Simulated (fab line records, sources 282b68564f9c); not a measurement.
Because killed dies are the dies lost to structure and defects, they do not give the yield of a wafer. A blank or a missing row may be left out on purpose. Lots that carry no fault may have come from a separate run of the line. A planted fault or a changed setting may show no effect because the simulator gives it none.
Which of the tools did it? + flow rit-cmos + 21 wafers from 7 lots sampled at 2 of the route's 202 steps

## WHAT EACH GAUGE READ, for each wafer
RIT_NRETRO_TW_MEAS_10.
| lot  | measured    | on            | NRETRO_TW      |
|------|-------------|---------------|----------------|
| L285 | day 2 10:45 | film-metro-02 | 1040 1035 1036 |
| L287 | day 2 21:28 | film-metro-02 | 1035 1039 1036 |
| L290 | day 3 12:29 | film-metro-01 | 1026 1030 1024 |
| L294 | day 4 11:19 | film-metro-01 | 1026 1034 1032 |
| L296 | day 5 02:13 | film-metro-01 | 1024 1022 1022 |
| L299 | day 5 13:33 | film-metro-04 | 1055 1053 1058 |
| L302 | day 6 01:46 | film-metro-01 | 966 955 965    |

## TOOL THAT RAN EACH LOT (tool first, then ch and the chambers of the sampled wafers, then the start)
| lot  | RIT_NRETRO_IMPLANT_08          |
|------|--------------------------------|
| L285 | implanter-02 ch 0, day 2 10:25 |
| L287 | implanter-03 ch 0, day 2 21:10 |
| L290 | implanter-01 ch 0, day 3 12:12 |
| L294 | implanter-03 ch 0, day 4 11:02 |
| L296 | implanter-01 ch 0, day 5 01:53 |
| L299 | implanter-03 ch 0, day 5 13:14 |
| L302 | implanter-01 ch 0, day 6 01:27 |
- RIT_NRETRO_IMPLANT_08

## THE ANSWER, worked out from the rows above alone
Rule: the usual values come from the lots themselves. The widest of any qualifying gaps counts: lots, ordered by their means at a reading, are off when they make up no more than a third of the lots, leave a main group of 4 or more, and stand apart from it by 3 or more times the standard deviation of that group's means. If all means in a main group match to the digits the tables above print for the reading, that group is not used. A lot without any number at a reading at which 4 lots or more have one is off too. The other lots that the step has rows for count as sound.
Off: L302, at RIT_NRETRO_TW_MEAS_10 (NRETRO_TW). Main group: mean 1035, sd 10.
If a tool, at a process step before that reading, ran all the lots that are off and no sound lot after the first of them, it fits. Those tools and the gauges at RIT_NRETRO_TW_MEAS_10 are tried in the same way. 2 tools fit, implanter-01 at RIT_NRETRO_IMPLANT_08 and film-metro-01 at RIT_NRETRO_TW_MEAS_10, so this cannot tell which one it is.

## WHAT WAS PUT IN BY THE SIMULATOR
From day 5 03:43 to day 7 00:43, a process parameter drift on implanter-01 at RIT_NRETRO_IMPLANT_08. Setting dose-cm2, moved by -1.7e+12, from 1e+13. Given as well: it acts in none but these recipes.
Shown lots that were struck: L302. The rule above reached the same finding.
